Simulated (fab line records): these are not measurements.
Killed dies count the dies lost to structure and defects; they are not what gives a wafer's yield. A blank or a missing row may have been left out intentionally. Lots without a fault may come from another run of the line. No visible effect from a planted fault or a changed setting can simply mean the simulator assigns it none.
fab line records	flow berkeleyCmos170
record: lots: 5	wafers: 23
route steps=331 shown SILICIDE@211 M1@238 V2@294 M3@310
startH: hours from the record's opening day to when the first of the lot's shown wafers began	waitH: time in hours since the lot's previous step	" the same as in the row above	L1.1+2: several wafers, shown together as one row	- either no value or no given start	* or withheld: withheld	< > ~ a bound
route shown NAME@n: names a module that has steps shown in the file, with the first one's number in the route	usual: mean/standard deviation taken from wafers without a fault	same: alike in all rows	chamber/n: place in a boat	sites: each site's reading	_std_site: how widely they spread, as a standard deviation	_edge_site: mean of outer sites minus mean of inner sites	radiusMm: for every site, how far away it sits from the centre of the wafer	mask NAME#n: copy n	behind: the last tool/chamber to shape the wafer	hold: why the lot went on hold/how many hours it stayed there/how the hold came to an end	device: names the non-switching transistor (n, p or np)	end of line: tests of these same wafers at the route's end	for a step that has no rows: nothing shown but its recipe	killed: at the first sort, the dies lost to defects and structure; wafer yield is something else	map: per-die view of a wafer (x killed, . not killed, _ where there is no die)
set.NAME: the setting that was run; set.NAME@STEP: the one run at that earlier step	model.NAME: the simulator's own value behind a step, which no gauge read
lots with deliberately changed settings; one table per step, one row per wafer
== steps ==
step: UCB170_SILICIDE_SPUTTER_01
recipe: material: Ti	targetThkNm: 30	timeS: 25	powerW: 1500	chamberPressurePa: 0.5
lot.wafer	tool	chamber	startH	waitH	set.timeS	model.Ti_of_SILICIDE_SPUTTER_01.thkNm
L075.1	pvdSputter-02	-	128.95	0.0	25	29.71
L075.2	"	-	"	"	25	29.79
L075.3	"	-	"	"	25	30.01
L075.5	"	-	"	"	21.36	25.48
L075.6	"	-	"	"	21.36	25.63
L076.2	pvdSputter-02	-	148.56	0.0	27.17	32.47
L076.3	"	-	"	"	25	29.83
L076.4	"	-	"	"	25	30
L076.5	"	-	"	"	27.17	32.6
L076.6	"	-	"	"	25	30.09
L079.2	pvdSputter-04	-	166.26	0.0	25	30.36
L079.3	"	-	"	"	25	30.26
L079.4	"	-	"	"	23.09	28.16
L079.5	"	-	"	"	23.09	28.14
L079.6	"	-	"	"	23.09	28.19
L082.1	pvdSputter-04	-	180.24	0.0	25	29.82
L082.3	"	-	"	"	25	29.72
L082.4	"	-	"	"	25	29.62
L082.5	"	-	"	"	25	29.92
L082.6	"	-	"	"	25	29.65
L083.1	pvdSputter-02	-	180.34	0.0	25	29.65
L083.3+5	"	-	"	"	25	29.56
step: UCB170_SILICIDE_RS_MEAS_02
recipe: thkMeasGauge: four-point-probe	reads: Ti_of_SILICIDE_SPUTTER_01
usual: SILICIDE_TI_RS: 26.1/0.35
lot.wafer	tool	chamber	startH	waitH	set.timeS@SILICIDE_SPUTTER_01	SILICIDE_TI_RS[ohm/sq]
L075.1	filmMetro-02	-	128.98	0.0	25	26.5
L075.2	"	-	"	"	25	26.4
L075.3	"	-	"	"	25	26.1
L075.5	"	-	"	"	21.36	31.8
L075.6	"	-	"	"	21.36	31.5
L076.2	filmMetro-02	-	148.61	0.0	27.17	23.8
L076.3	"	-	"	"	25	26.4
L076.4	"	-	"	"	25	26.1
L076.5	"	-	"	"	27.17	23.8
L076.6	"	-	"	"	25	26.1
L079.2	filmMetro-04	-	166.31	0.0	25	25.8
L079.3	"	-	"	"	25	25.9
L079.4	"	-	"	"	23.09	28.2
L079.5	"	-	"	"	23.09	28.2
L079.6	"	-	"	"	23.09	28.1
L082.1	filmMetro-04	-	180.27	0.0	25	26.3
L082.3	"	-	"	"	25	26.5
L082.4	"	-	"	"	25	26.5
L082.5	"	-	"	"	25	26.3
L082.6	"	-	"	"	25	26.5
L083.1	filmMetro-01	-	180.37	0.0	25	26.5
L083.3	"	-	"	"	25	26.5
L083.5	"	-	"	"	25	26.6
step: UCB170_SILICIDE_THK_MEAS_03
recipe: thkMeasGauge: xrf	reads: Ti_of_SILICIDE_SPUTTER_01
usual: SILICIDE_TI_THK: 30.1/0.43
lot.wafer	tool	chamber	startH	waitH	set.timeS@SILICIDE_SPUTTER_01	SILICIDE_TI_THK[nm]
L075.1	filmMetro-02	-	129.10	0.1	25	29.7
L075.2	"	-	"	"	25	29.7
L075.3	"	-	"	"	25	30.0
L075.5	"	-	"	"	21.36	25.5
L075.6	"	-	"	"	21.36	25.6
L076.2	filmMetro-02	-	148.72	0.1	27.17	32.4
L076.3	"	-	"	"	25	29.6
L076.4	"	-	"	"	25	29.8
L076.5	"	-	"	"	27.17	32.5
L076.6	"	-	"	"	25	30.0
L079.2	filmMetro-04	-	166.42	0.1	25	30.7
L079.3	"	-	"	"	25	30.6
L079.4	"	-	"	"	23.09	28.5
L079.5	"	-	"	"	23.09	28.5
L079.6	"	-	"	"	23.09	28.4
L082.1	filmMetro-04	-	180.39	0.1	25	29.9
L082.3	"	-	"	"	25	30.0
L082.4	"	-	"	"	25	29.8
L082.5	"	-	"	"	25	30.1
L082.6	"	-	"	"	25	29.9
L083.1	filmMetro-01	-	180.49	0.1	25	29.8
L083.3	"	-	"	"	25	29.5
L083.5	"	-	"	"	25	29.8
step: UCB170_M1_SPUTTER_00
recipe: material: Al	targetThkNm: 600	timeS: 80	powerW: 6000	chamberPressurePa: 0.5
lot.wafer	tool	chamber	startH	waitH	set.powerW	model.Al_of_M1_SPUTTER_00.thkNm
L075.1	pvdSputter-01	-	135.47	0.0	6000	598.9
L075.2	"	-	"	"	6000	591.7
L075.3	"	-	"	"	6000	602.4
L075.5	"	-	"	"	6000	596
L075.6	"	-	"	"	6000	604.1
L076.2	pvdSputter-03	-	156.00	0.0	6000	600.8
L076.3	"	-	"	"	6000	596.3
L076.4	"	-	"	"	6000	597.2
L076.5	"	-	"	"	6000	597.5
L076.6	"	-	"	"	6000	595.1
L079.2	pvdSputter-04	-	171.42	0.0	5693	565.7
L079.3	"	-	"	"	6000	598.4
L079.4	"	-	"	"	5693	567.6
L079.5	"	-	"	"	5693	564.7
L079.6	"	-	"	"	6000	590.6
L082.1	pvdSputter-01	-	187.53	0.0	5429	538.8
L082.3	"	-	"	"	6000	606.5
L082.4	"	-	"	"	5429	547.9
L082.5	"	-	"	"	6000	598.1
L082.6	"	-	"	"	6000	602.3
L083.1	pvdSputter-01	-	187.91	0.0	6000	589.5
L083.3	"	-	"	"	6000	597.1
L083.5	"	-	"	"	6000	587.7
step: UCB170_M1_RS_MEAS_01
recipe: thkMeasGauge: four-point-probe	reads: Al_of_M1_SPUTTER_00
usual: M1_AL_RS: 0.0486/0.00046
lot.wafer	tool	chamber	startH	waitH	set.powerW@M1_SPUTTER_00	M1_AL_RS[ohm/sq]
L075.1	filmMetro-01	-	135.54	0.0	6000	0.0487
L075.2	"	-	"	"	6000	0.0492
L075.3	"	-	"	"	6000	0.0482
L075.5	"	-	"	"	6000	0.0488
L075.6	"	-	"	"	6000	0.0482
L076.2	filmMetro-01	-	156.08	0.1	6000	0.0485
L076.3	"	-	"	"	6000	0.0489
L076.4	"	-	"	"	6000	0.0487
L076.5	"	-	"	"	6000	0.0487
L076.6	"	-	"	"	6000	0.0488
L079.2	filmMetro-02	-	171.50	0.1	5693	0.0516
L079.3	"	-	"	"	6000	0.0488
L079.4	"	-	"	"	5693	0.0514
L079.5	"	-	"	"	5693	0.0517
L079.6	"	-	"	"	6000	0.0493
L082.1	filmMetro-01	-	187.59	0.0	5429	0.0541
L082.3	"	-	"	"	6000	0.0480
L082.4	"	-	"	"	5429	0.0532
L082.5	"	-	"	"	6000	0.0487
L082.6	"	-	"	"	6000	0.0483
L083.1	filmMetro-03	-	187.97	0.0	6000	0.0493
L083.3	"	-	"	"	6000	0.0487
L083.5	"	-	"	"	6000	0.0496
step: UCB170_M1_THK_MEAS_02
recipe: thkMeasGauge: xrf	reads: Al_of_M1_SPUTTER_00
usual: M1_AL_THK: 590/7.6
lot.wafer	tool	chamber	startH	waitH	set.powerW@M1_SPUTTER_00	M1_AL_THK[nm]
L075.1	filmMetro-01	-	135.66	0.1	6000	584
L075.2	"	-	"	"	6000	580
L075.3	"	-	"	"	6000	589
L075.5	"	-	"	"	6000	584
L075.6	"	-	"	"	6000	592
L076.2	filmMetro-01	-	156.19	0.1	6000	590
L076.3	"	-	"	"	6000	585
L076.4	"	-	"	"	6000	586
L076.5	"	-	"	"	6000	585
L076.6	"	-	"	"	6000	582
L079.2	filmMetro-02	-	171.61	0.1	5693	548
L079.3	"	-	"	"	6000	582
L079.4	"	-	"	"	5693	555
L079.5	"	-	"	"	5693	551
L079.6	"	-	"	"	6000	576
L082.1	filmMetro-01	-	187.71	0.1	5429	529
L082.3	"	-	"	"	6000	596
L082.4	"	-	"	"	5429	538
L082.5	"	-	"	"	6000	587
L082.6	"	-	"	"	6000	594
L083.1	filmMetro-03	-	188.09	0.1	6000	588
L083.3	"	-	"	"	6000	594
L083.5	"	-	"	"	6000	590
step: UCB170_V2_CMP_02
recipe: material: SiO2	downForcePsi: 6	platenRpm: 60	padVelocityMS: 0.75398
lot.wafer	tool	chamber	startH	waitH	set.leaveAboveRefNm	model.SiO2_of_V2_CVD_00.thkNm
L075.1	cmp-01	2	149.96	0.1	1000	-
L075.3	"	3	"	"	1024	-
L075.2	"	0	"	"	1000	998.5
L075.5	"	1	"	"	1000	1001
L075.6	"	2	"	"	1024	1023
L076.4+3	cmp-02	0,1	166.69	0.0	950.5	-
L076.2	"	3	"	"	950.5	950.8
L076.5	"	0	"	"	1000	-
L076.6	"	1	"	"	1000	1001
L079.2	cmp-01	0	183.70	0.0	979.3	980.8
L079.4	"	2	"	"	1000	1001
L079.3	"	3	"	"	979.3	981
L079.6	"	0	"	"	979.3	980.7
L079.5	"	1	"	"	1000	1002
L083.3	cmp-01	2	205.54	0.1	1000	1001
L083.1	"	0	"	"	1000	998.6
L083.5	"	1	"	"	1000	1000
L082.4	cmp-02	3	205.75	0.0	1046	1046
L082.3	"	0	"	"	1000	999
L082.1+6	"	2,3	"	"	1046	1045
L082.5	"	0	"	"	1000	998.5
step: UCB170_V2_THK_MEAS_04
recipe: reads: SiO2_of_V2_CVD_00
usual: V2_POLISHED_THK: 1000.2/0.94
lot.wafer	tool	chamber	startH	waitH	set.leaveAboveRefNm@V2_CMP_02	V2_POLISHED_THK[nm]
L075.1	filmMetro-04	-	150.33	0.1	1000	1000.3
L075.2	"	-	"	"	1000	998.8
L075.3	"	-	"	"	1024	1024.1
L075.5	"	-	"	"	1000	1000.9
L075.6	"	-	"	"	1024	1023.3
L076.2	filmMetro-01	-	167.12	0.1	950.5	950.7
L076.3	"	-	"	"	950.5	949.9
L076.4	"	-	"	"	950.5	950.7
L076.5	"	-	"	"	1000	1001.2
L076.6	"	-	"	"	1000	1001.7
L079.2	filmMetro-04	-	184.13	0.1	979.3	980.1
L079.3	"	-	"	"	979.3	980.5
L079.4	"	-	"	"	1000	1001.6
L079.5	"	-	"	"	1000	1001.9
L079.6	"	-	"	"	979.3	980.7
L083.1	filmMetro-04	-	205.91	0.1	1000	998.7
L083.3	"	-	"	"	1000	1000.3
L083.5	"	-	"	"	1000	1000.4
L082.1	filmMetro-03	-	206.17	0.1	1046	1044.8
L082.3	"	-	"	"	1000	998.0
L082.4	"	-	"	"	1046	1045.4
L082.5	"	-	"	"	1000	998.6
L082.6	"	-	"	"	1046	1044.4
step: UCB170_V2_SOFTBAKE_08
recipe: resist: KrF	tempC: 130	timeS: 60
lot.wafer	tool	chamber	startH	waitH	set.timeS
L075.1+3+6	lithoTrack-03	0	151.11	0.1	60
L075.2+5	"	0	"	"	52.61
L076.2+3+4+5+6	lithoTrack-03	0	168.06	0.1	60
L079.2+3+4+5+6	lithoTrack-03	0	184.99	0.1	60
L083.1+3+5	lithoTrack-03	0	206.46	0.1	60
L082.1+4	lithoTrack-03	0	206.91	0.1	67.74
L082.3+5+6	"	0	"	"	60
step: UCB170_V2_EXPOSE_09
recipe: maskId: VIA2	targetCdNm: 700	na: 0.5	sigmaOuter: 0.6	sourceShape: conventional	doseMj: 37
step: UCB170_V2_PEB_10
recipe: pebTempC: 130	pebTimeS: withheld	resist: KrF
step: UCB170_V2_ETCH_14
recipe: chemistry: CHF3/CF4/Ar	target: SiO2	stopOn: Al	CHF3_flow_sccm: 45	cf4FlowSccm: 15	Ar_flow_sccm: 150	pressureMtorr: 200	rfW: 700	targetDepthA: 12500	overEtchFrac: 0.25	timeS: 291
lot.wafer	tool	chamber	startH	waitH	set.leaveAboveRefNm@V2_CMP_02	model.etch.depthNm	model.V2.featureDepthNm
L075.1	rieDiel-02	2	152.32	0.0	1000	-	999.9
L075.2	"	0	"	"	1000	998.5	998.6
L075.3	"	3	"	"	1024	-	1024
L075.5	"	1	"	"	1000	1001	1001
L075.6	"	0	"	"	1024	1023	1023
L076.2	rieDiel-03	2	168.89	0.0	950.5	950.8	951
L076.3	"	0	"	"	950.5	-	950.6
L076.4	"	3	"	"	950.5	-	950.4
L076.5	"	2	"	"	1000	-	1001
L076.6	"	1	"	"	1000	1001	1001
L079.2	rieDiel-02	1	186.72	0.0	979.3	-	980.8
L079.3	"	0	"	"	979.3	981	981.1
L079.4	"	2	"	"	1000	-	1001
L079.5	"	3	"	"	1000	-	1002
L079.6	"	0	"	"	979.3	980.7	980.9
L083.1	rieDiel-03	2	207.38	0.0	1000	998.6	998.8
L083.3	"	1	"	"	1000	1001	1001
L083.5	"	2	"	"	1000	1000	1000
L082.1	rieDiel-04	1	207.73	0.0	1046	-	1045
L082.3	"	3	"	"	1000	999	999.2
L082.4	"	2	"	"	1046	-	1046
L082.5	"	0	"	"	1000	998.5	998.5
L082.6	"	1	"	"	1046	1045	1045
step: UCB170_M3_SPUTTER_01
recipe: material: Al	targetThkNm: 900	timeS: 120	powerW: 6000	chamberPressurePa: 0.5
lot.wafer	tool	chamber	startH	waitH	set.timeS	model.Al_of_M3_SPUTTER_01.thkNm
L075.1	pvdSputter-03	-	152.79	0.0	113.7	859.9
L075.2	"	-	"	"	120	919.9
L075.3	"	-	"	"	113.7	855.7
L075.5	"	-	"	"	120	898.9
L075.6	"	-	"	"	120	921.4
L076.2	pvdSputter-02	-	169.35	0.0	120	913.1
L076.3	"	-	"	"	130.4	985.9
L076.4	"	-	"	"	130.4	985.3
L076.5	"	-	"	"	130.4	988.7
L076.6	"	-	"	"	120	910.5
L079.2	pvdSputter-02	-	187.18	0.0	120	909.7
L079.3	"	-	"	"	120	905.3
L079.4	"	-	"	"	120	901.9
L079.5	"	-	"	"	120	901.7
L079.6	"	-	"	"	120	907.7
L083.1	pvdSputter-04	-	207.84	0.0	120	891.9
L083.3	"	-	"	"	120	898.1
L083.5	"	-	"	"	120	897.8
L082.1	pvdSputter-03	-	208.20	0.0	120	897.1
L082.3	"	-	"	"	120	905.3
L082.4	"	-	"	"	120	898.6
L082.5	"	-	"	"	120	905.4
L082.6	"	-	"	"	120	914
step: UCB170_M3_RS_MEAS_02
recipe: thkMeasGauge: four-point-probe	reads: Al_of_M3_SPUTTER_01
usual: M3_AL_RS: 0.0320/0.00037
lot.wafer	tool	chamber	startH	waitH	set.timeS@M3_SPUTTER_01	M3_AL_RS[ohm/sq]
L075.1	filmMetro-03	-	152.87	0.0	113.7	0.0337
L075.2	"	-	"	"	120	0.0314
L075.3	"	-	"	"	113.7	0.0338
L075.5	"	-	"	"	120	0.0322
L075.6	"	-	"	"	120	0.0314
L076.2	filmMetro-01	-	169.46	0.1	120	0.0317
L076.3	"	-	"	"	130.4	0.0294
L076.4	"	-	"	"	130.4	0.0293
L076.5	"	-	"	"	130.4	0.0292
L076.6	"	-	"	"	120	0.0318
L079.2	filmMetro-03	-	187.28	0.1	120	0.0318
L079.3	"	-	"	"	120	0.0319
L079.4	"	-	"	"	120	0.0321
L079.5	"	-	"	"	120	0.0321
L079.6	"	-	"	"	120	0.0319
L083.1	filmMetro-03	-	207.92	0.0	120	0.0324
L083.3	"	-	"	"	120	0.0322
L083.5	"	-	"	"	120	0.0322
L082.1	filmMetro-01	-	208.28	0.0	120	0.0323
L082.3	"	-	"	"	120	0.0320
L082.4	"	-	"	"	120	0.0322
L082.5	"	-	"	"	120	0.0320
L082.6	"	-	"	"	120	0.0317
step: UCB170_M3_THK_MEAS_03
recipe: thkMeasGauge: xrf	reads: Al_of_M3_SPUTTER_01
usual: M3_AL_THK: 893/14
lot.wafer	tool	chamber	startH	waitH	set.timeS@M3_SPUTTER_01	M3_AL_THK[nm]
L075.1	filmMetro-03	-	152.99	0.1	113.7	852
L075.2	"	-	"	"	120	909
L075.3	"	-	"	"	113.7	847
L075.5	"	-	"	"	120	891
L075.6	"	-	"	"	120	915
L076.2	filmMetro-01	-	169.57	0.1	120	899
L076.3	"	-	"	"	130.4	967
L076.4	"	-	"	"	130.4	968
L076.5	"	-	"	"	130.4	974
L076.6	"	-	"	"	120	894
L079.2	filmMetro-03	-	187.39	0.1	120	915
L079.3	"	-	"	"	120	907
L079.4	"	-	"	"	120	902
L079.5	"	-	"	"	120	903
L079.6	"	-	"	"	120	902
L083.1	filmMetro-03	-	208.04	0.1	120	888
L083.3	"	-	"	"	120	894
L083.5	"	-	"	"	120	891
L082.1	filmMetro-01	-	208.40	0.1	120	882
L082.3	"	-	"	"	120	890
L082.4	"	-	"	"	120	883
L082.5	"	-	"	"	120	888
L082.6	"	-	"	"	120	895
step: UCB170_M3_METAL_ETCH_18
recipe: chemistry: Cl2/BCl3	target: Al	stopOn: SiO2	pressureMtorr: 12	targetDepthA: 11700	overEtchFrac: 0.3	timeS: 195	icpW: 600	biasW: 120	Cl2_flow_sccm: 90	bcl3FlowSccm: 45
lot.wafer	tool	chamber	startH	waitH	set.icpW	model.KrF_of_M3_COAT_10.thkNm	model.M3.cdNm
L075.1	rieMetal-03	1	156.20	-	664.5	-	696
L075.2	"	0	"	"	600	191.5	703.4
L075.3	"	0	"	"	600	-	703.1
L075.5	"	0	"	"	664.5	129.7	700.5
L075.6	"	1	"	"	664.5	138.8	699
L076.2	rieMetal-02	0	171.89	-	628.2	211.2	697.6
L076.3	"	0	"	"	600	-	700.7
L076.4	"	1	"	"	628.2	-	694.9
L076.5	"	1	"	"	628.2	-	697.1
L076.6	"	0	"	"	600	245.8	699.4
L079.2	rieMetal-02	0	190.97	-	600	264.6	701.7
L079.3	"	1	"	"	656.3	147.1	692.7
L079.4	"	0	"	"	600	260.8	701
L079.5	"	0	"	"	600	268	702.2
L079.6	"	1	"	"	656.3	148.6	695.7
L083.1	rieMetal-04	0	211.92	-	600	214.7	704.1
L083.3	"	0	"	"	600	210.1	705.4
L083.5	"	1	"	"	600	218.2	702.4
L082.1	rieMetal-03	1	212.24	-	662.8	146.3	697.8
L082.3	"	1	"	"	662.8	137.2	700.6
L082.4	"	0	"	"	600	205.5	707.2
L082.5	"	1	"	"	600	199.3	703.3
L082.6	"	0	"	"	662.8	146.5	697.2
step: UCB170_M3_STRIP_19
recipe: chemistry: O2	powerW: 400	pressureMtorr: 3500	platenTempC: withheld	o2FlowSccm: 400	overashFraction: 0.5
usual: oesProductAu: 0.545/0.023
lot.wafer	tool	chamber	startH	waitH	set.icpW@M3_METAL_ETCH_18	oesProductAu
L075.1	plasmaAsher-04	1	156.39	0.1	664.5	0.462
L075.2	"	0	"	"	600	0.530
L075.3	"	1	"	"	600	0.525
L075.5	"	1	"	"	664.5	0.457
L075.6	"	0	"	"	664.5	0.470
L076.2	plasmaAsher-04	0	172.08	0.1	628.2	0.539
L076.3	"	0	"	"	600	0.577
L076.4	"	1	"	"	628.2	0.493
L076.5	"	0	"	"	628.2	0.488
L076.6	"	1	"	"	600	0.574
L079.2	plasmaAsher-01	1	191.16	0.1	600	0.598
L079.3	"	0	"	"	656.3	0.473
L079.4	"	1	"	"	600	0.602
L079.5	"	1	"	"	600	0.610
L079.6	"	0	"	"	656.3	0.476
L083.1	plasmaAsher-04	0	212.11	0.1	600	0.545
L083.3	"	0	"	"	600	0.537
L083.5	"	0	"	"	600	0.544
L082.1	plasmaAsher-02	0	212.42	0.1	662.8	0.476
L082.3	"	1	"	"	662.8	0.463
L082.4	"	0	"	"	600	0.537
L082.5	"	1	"	"	600	0.530
L082.6	"	0	"	"	662.8	0.474
step: UCB170_M3_CD_MEAS_90
recipe: targetCdNm: 700
usual: cdNm: 702.4/2.8
lot.wafer	tool	chamber	startH	waitH	set.icpW@M3_METAL_ETCH_18	cdNm
L075.1	cdSem-02	-	156.49	0.1	664.5	695.7
L075.2	"	-	"	"	600	703.0
L075.3	"	-	"	"	600	703.3
L075.5	"	-	"	"	664.5	700.9
L075.6	"	-	"	"	664.5	698.9
L076.2	cdSem-02	-	172.20	0.1	628.2	697.6
L076.3	"	-	"	"	600	700.7
L076.4	"	-	"	"	628.2	694.8
L076.5	"	-	"	"	628.2	697.4
L076.6	"	-	"	"	600	699.4
L079.2	cdSem-02	-	191.28	0.1	600	701.8
L079.3	"	-	"	"	656.3	692.7
L079.4	"	-	"	"	600	701.2
L079.5	"	-	"	"	600	702.0
L079.6	"	-	"	"	656.3	695.8
L083.1	cdSem-02	-	212.21	0.1	600	704.1
L083.3	"	-	"	"	600	705.2
L083.5	"	-	"	"	600	702.3
L082.1	cdSem-02	-	212.52	0.1	662.8	697.6
L082.3	"	-	"	"	662.8	700.9
L082.4	"	-	"	"	600	707.5
L082.5	"	-	"	"	600	703.3
L082.6	"	-	"	"	662.8	697.4
== key ==
split: step: UCB170_SILICIDE_SPUTTER_01	setting: timeS	stated: 25	by: wafer
response: step: UCB170_SILICIDE_SPUTTER_01	reading: model.Ti_of_SILICIDE_SPUTTER_01.thkNm	change: +0.292	per: 1%	r: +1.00
response: step: UCB170_SILICIDE_RS_MEAS_02	reading: SILICIDE_TI_RS	change: -0.334	per: 1%	r: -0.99
response: step: UCB170_SILICIDE_THK_MEAS_03	reading: SILICIDE_TI_THK	change: +0.292	per: 1%	r: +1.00
split: step: UCB170_M1_SPUTTER_00	setting: powerW	stated: 6000	by: wafer
response: step: UCB170_M1_SPUTTER_00	reading: model.Al_of_M1_SPUTTER_00.thkNm	change: +6.05	per: 1%	r: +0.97
response: step: UCB170_M1_RS_MEAS_01	reading: M1_AL_RS	change: -0.000541	per: 1%	r: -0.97
response: step: UCB170_M1_THK_MEAS_02	reading: M1_AL_THK	change: +6	per: 1%	r: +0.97
split: step: UCB170_V2_CMP_02	setting: leaveAboveRefNm	stated: 1000	by: wafer
response: step: UCB170_V2_CMP_02	reading: model.SiO2_of_V2_CVD_00.thkNm	change: +10	per: 1%	r: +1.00
response: step: UCB170_V2_THK_MEAS_04	reading: V2_POLISHED_THK	change: +10.2	per: 1%	r: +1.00
response: step: UCB170_V2_ETCH_14	reading: model.etch.depthNm	change: +10	per: 1%	r: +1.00
response: step: UCB170_V2_ETCH_14	reading: model.V2.featureDepthNm	change: +10.1	per: 1%	r: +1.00
split: step: UCB170_V2_SOFTBAKE_08	setting: timeS	stated: 60	by: wafer
response none clear
split: step: UCB170_M3_SPUTTER_01	setting: timeS	stated: 120	by: wafer
response: step: UCB170_M3_SPUTTER_01	reading: model.Al_of_M3_SPUTTER_01.thkNm	change: +9.16	per: 1%	r: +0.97
response: step: UCB170_M3_RS_MEAS_02	reading: M3_AL_RS	change: -0.000319	per: 1%	r: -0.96
response: step: UCB170_M3_THK_MEAS_03	reading: M3_AL_THK	change: +9.04	per: 1%	r: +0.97
split: step: UCB170_M3_METAL_ETCH_18	setting: icpW	stated: 600	by: wafer
response: step: UCB170_M3_METAL_ETCH_18	reading: model.KrF_of_M3_COAT_10.thkNm	change: -7.83	per: 1%	r: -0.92
response: step: UCB170_M3_METAL_ETCH_18	reading: model.M3.cdNm	change: -0.621	per: 1%	r: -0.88
response: step: UCB170_M3_STRIP_19	reading: oesProductAu	change: -0.0086	per: 1%	r: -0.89
response: step: UCB170_M3_CD_MEAS_90	reading: cdNm	change: -0.615	per: 1%	r: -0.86
